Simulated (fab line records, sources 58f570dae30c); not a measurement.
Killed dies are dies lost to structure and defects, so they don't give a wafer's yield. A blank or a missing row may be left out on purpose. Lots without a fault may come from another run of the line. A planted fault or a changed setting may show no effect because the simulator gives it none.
Problem report in the 8D (eight disciplines) form, filled by code | flow berkeley_cmos170 | the parts of the form that need people (team, actions taken, sign-off) are left out

1. THE PROBLEM
spin_speed_rpm at UCB170_CONTACT_COAT_04 reads a mean of 1715.7 rpm on 9 wafers of 3 lots; wafers without a fault read 1500.1 rpm with a standard deviation of 1.1. That is +99 or more standard deviations from the usual mean.
The step: resist thk 900 nm.
First seen on wafer L192.3, day 12 14:28, on litho_track-03. The record holds 45 wafers of 15 lots with a number at this step. Rule for "out", or "out of limits": more than 4 standard deviations from the usual mean. The other wafers with a number count as sound.

2. WHAT IT IS AND WHAT IT IS NOT
question                    | is                     | is not
which readings at this step | spin_speed_rpm         | -
which lots                  | L191, L192, L194       | L174, L175, L176, L177, L179, L181, L182, L183, L184, L186, L193, L195
which wafers of those lots  | all that have a number | -
read on which tools         | litho_track-03         | litho_track-02, litho_track-04
when                        | from day 12 14:28      | up to then (30 sound wafers); but 6 sound wafers of L193, L195 came after

3. SUSPECTS, AND WHAT RULES EACH OUT
Counting: a tool at a process step up to the reading stays a suspect if it ran every lot that is out and no sound lot after the first of them.
- litho_track-03 at UCB170_CONTACT_COAT_04 (resist thk 900 nm): kept. It ran every lot that is out, first L192 (day 12 14:28), and no sound lot after that; its last sound lot up to then is L184 (day 10 14:37). Its own readings are out on those wafers: spin_speed_rpm.
Left after counting: litho_track-03 at UCB170_CONTACT_COAT_04.

4. THE CAUSE (what the simulator had put in)
Process parameter drift: litho_track-03, from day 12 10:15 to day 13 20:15, at UCB170_CONTACT_COAT_04. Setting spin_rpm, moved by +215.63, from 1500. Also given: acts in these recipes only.
Counting left only this tool.

5. THE CHAIN OF EFFECTS, in route order
Each row: a reading whose mean over the struck wafers that have a number lies more than 3 standard deviations from the usual. Only readings for which the record gives a usual standard deviation are gone through. hours: the time from each lot's start at the first step in this table that gives one to its start at this step, as a median over the lots. sigmas: the change in usual standard deviations.
hours | step                    | reading                  | usual      | on struck wafers | change | sigmas
0     | UCB170_CONTACT_COAT_04  | spin_speed_rpm           | 1500.1 rpm | 1715.7           | +215.6 | +99 or more
0     | UCB170_CONTACT_STRIP_06 | strip_time_to_endpoint_s | 22.02 s    | 20.61            | -1.41  | -21
The process steps in it:
- UCB170_CONTACT_COAT_04: resist thk 900 nm.
- UCB170_CONTACT_STRIP_06: strips in O2.

6. WHAT WOULD HAVE CAUGHT IT SOONER
In this record the first reading out of limits was taken at day 12 14:28, 4 hours after the fault began at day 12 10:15.
